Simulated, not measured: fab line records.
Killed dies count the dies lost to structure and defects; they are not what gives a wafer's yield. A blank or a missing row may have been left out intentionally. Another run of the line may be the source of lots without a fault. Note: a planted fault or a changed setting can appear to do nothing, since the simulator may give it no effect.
Which tool did it? :: flow rit_cmos :: 15 lots with 45 wafers sampled at 3 steps, on a route of 202 steps

== WHAT EACH GAUGE READ, for each wafer ==
RIT_M1_RS_MEAS_01: measures by four-point-probe. Usual: M1_AL_RS 0.0732 ohm/sq, standard deviation 0.00068.
lot: L762
measured: day 3 17:37
on: film_metro-01
M1_AL_RS (ohm/sq): 0.0738 0.0742 0.0739
flag: 

lot: L763
measured: day 4 00:16
on: film_metro-02
M1_AL_RS (ohm/sq): 0.0731 0.0744 0.0731
flag: 

lot: L764
measured: day 4 05:45
on: film_metro-01
M1_AL_RS (ohm/sq): 0.0730 0.0738 0.0740
flag: 

lot: L765
measured: day 4 08:53
on: film_metro-02
M1_AL_RS (ohm/sq): 0.0739 0.0738 0.0740
flag: 

lot: L766
measured: day 4 09:05
on: film_metro-01
M1_AL_RS (ohm/sq): 0.0735 0.0731 0.0733
flag: 

lot: L769
measured: day 5 01:35
on: film_metro-04
M1_AL_RS (ohm/sq): 0.0722 0.0727 0.0722
flag: 

lot: L770
measured: day 5 08:10
on: film_metro-02
M1_AL_RS (ohm/sq): 0.0717 0.0760 0.0722
flag: 

lot: L771
measured: day 5 13:46
on: film_metro-04
M1_AL_RS (ohm/sq): 0.0728 0.0723 0.0727
flag: 

lot: L772
measured: day 5 15:03
on: film_metro-04
M1_AL_RS (ohm/sq): 0.0725 0.0759 0.0724
flag: 

lot: L774
measured: day 5 23:26
on: film_metro-02
M1_AL_RS (ohm/sq): 0.0742 0.0735 0.0766
flag: 

lot: L777
measured: day 6 17:20
on: film_metro-02
M1_AL_RS (ohm/sq): 0.0730 0.0726 0.0728
flag: 

lot: L779
measured: day 7 04:37
on: film_metro-04
M1_AL_RS (ohm/sq): 0.0745 0.0751 0.0745
flag: 

lot: L781
measured: day 7 13:31
on: film_metro-04
M1_AL_RS (ohm/sq): 0.0736 0.0739 0.0739
flag: 

lot: L783
measured: day 7 22:05
on: film_metro-01
M1_AL_RS (ohm/sq): 0.0733 0.0728 0.0728
flag: 

lot: L785
measured: day 8 09:26
on: film_metro-04
M1_AL_RS (ohm/sq): 0.0736 0.0735 0.0734
flag: 

RIT_M1_THK_MEAS_02: measures by xrf. Usual: M1_AL_THK 402 nm, standard deviation 3.9.
lot: L762
measured: day 3 17:43
on: film_metro-01
M1_AL_THK (nm): 399 399 398
flag: 

lot: L763
measured: day 4 00:23
on: film_metro-02
M1_AL_THK (nm): 401 396 403
flag: 

lot: L764
measured: day 4 05:52
on: film_metro-01
M1_AL_THK (nm): 402 400 397
flag: 

lot: L765
measured: day 4 09:00
on: film_metro-02
M1_AL_THK (nm): 399 398 398
flag: 

lot: L766
measured: day 4 09:13
on: film_metro-01
M1_AL_THK (nm): 397 402 401
flag: 

lot: L769
measured: day 5 01:43
on: film_metro-04
M1_AL_THK (nm): 408 406 407
flag: 

lot: L770
measured: day 5 08:17
on: film_metro-02
M1_AL_THK (nm): 409 389 407
flag: 

lot: L771
measured: day 5 13:52
on: film_metro-04
M1_AL_THK (nm): 404 408 405
flag: 

lot: L772
measured: day 5 15:09
on: film_metro-04
M1_AL_THK (nm): 406 387 409
flag: 

lot: L774
measured: day 5 23:33
on: film_metro-02
M1_AL_THK (nm): 396 401 383
flag: 

lot: L777
measured: day 6 17:27
on: film_metro-02
M1_AL_THK (nm): 405 404 405
flag: 

lot: L779
measured: day 7 04:44
on: film_metro-04
M1_AL_THK (nm): 396 394 393
flag: 

lot: L781
measured: day 7 13:38
on: film_metro-04
M1_AL_THK (nm): 400 398 399
flag: 

lot: L783
measured: day 7 22:12
on: film_metro-01
M1_AL_THK (nm): 403 407 406
flag: 

lot: L785
measured: day 8 09:34
on: film_metro-04
M1_AL_THK (nm): 399 400 400
flag: 

== WHAT TOOL EACH LOT RAN ON (gives the tool, then ch and the chambers of the sampled wafers, and finally the start) ==
lot: L762
RIT_M1_SPUTTER_00: pvd_sputter-02, day 3 17:17

lot: L763
RIT_M1_SPUTTER_00: pvd_sputter-04, day 3 23:58

lot: L764
RIT_M1_SPUTTER_00: pvd_sputter-02, day 4 05:27

lot: L765
RIT_M1_SPUTTER_00: pvd_sputter-01, day 4 08:35

lot: L766
RIT_M1_SPUTTER_00: pvd_sputter-02, day 4 08:48

lot: L769
RIT_M1_SPUTTER_00: pvd_sputter-04, day 5 01:18

lot: L770
RIT_M1_SPUTTER_00: pvd_sputter-02, day 5 07:53

lot: L771
RIT_M1_SPUTTER_00: pvd_sputter-01, day 5 13:26

lot: L772
RIT_M1_SPUTTER_00: pvd_sputter-02, day 5 14:43

lot: L774
RIT_M1_SPUTTER_00: pvd_sputter-02, day 5 23:08

lot: L777
RIT_M1_SPUTTER_00: pvd_sputter-04, day 6 17:02

lot: L779
RIT_M1_SPUTTER_00: pvd_sputter-04, day 7 04:19

lot: L781
RIT_M1_SPUTTER_00: pvd_sputter-04, day 7 13:13

lot: L783
RIT_M1_SPUTTER_00: pvd_sputter-04, day 7 21:47

lot: L785
RIT_M1_SPUTTER_00: pvd_sputter-01, day 8 09:09
- RIT_M1_SPUTTER_00: material Al, target thk 400 nm, time 500 s.

== WHAT THE TOOLS THEMSELVES READ (means of the sampled wafers that have a number; where no wafer has one, the mark that the record gives instead) ==
RIT_M1_SPUTTER_00. Usual: throttle_valve_pct 30.2 %, standard deviation 0.99.
lot: L762
tool: pvd_sputter-02
throttle_valve_pct (%): 29.2
flag: 

lot: L763
tool: pvd_sputter-04
throttle_valve_pct (%): 30.1
flag: 

lot: L764
tool: pvd_sputter-02
throttle_valve_pct (%): 30.0
flag: 

lot: L765
tool: pvd_sputter-01
throttle_valve_pct (%): 29.5
flag: 

lot: L766
tool: pvd_sputter-02
throttle_valve_pct (%): 30.0
flag: 

lot: L769
tool: pvd_sputter-04
throttle_valve_pct (%): 29.9
flag: 

lot: L770
tool: pvd_sputter-02
throttle_valve_pct (%): 30.5
flag: 

lot: L771
tool: pvd_sputter-01
throttle_valve_pct (%): 30.7
flag: 

lot: L772
tool: pvd_sputter-02
throttle_valve_pct (%): 30.6
flag: 

lot: L774
tool: pvd_sputter-02
throttle_valve_pct (%): 30.6
flag: 

lot: L777
tool: pvd_sputter-04
throttle_valve_pct (%): 31.0
flag: 

lot: L779
tool: pvd_sputter-04
throttle_valve_pct (%): 30.0
flag: 

lot: L781
tool: pvd_sputter-04
throttle_valve_pct (%): 29.8
flag: 

lot: L783
tool: pvd_sputter-04
throttle_valve_pct (%): 30.6
flag: 

lot: L785
tool: pvd_sputter-01
throttle_valve_pct (%): 29.6
flag: 

== THE ANSWER, worked out from the rows above alone ==
Rule: take the mean of a lot's wafers that have a number; if it is more than 3 standard deviations from the usual mean, the lot is off. Also off: a lot with no number at a reading for which 4 or more lots have one. Any other lot the step has rows for is counted as sound. First the gauges in route order, then the tools' own readings, where a lot's mean is used as printed above. At the first step where some lot is off, the reading lying furthest off is the one used; lots without a number count as furthest.
Nothing can be told from this: no lot is off at any reading shown.

== WHAT WAS PUT IN BY THE SIMULATOR ==
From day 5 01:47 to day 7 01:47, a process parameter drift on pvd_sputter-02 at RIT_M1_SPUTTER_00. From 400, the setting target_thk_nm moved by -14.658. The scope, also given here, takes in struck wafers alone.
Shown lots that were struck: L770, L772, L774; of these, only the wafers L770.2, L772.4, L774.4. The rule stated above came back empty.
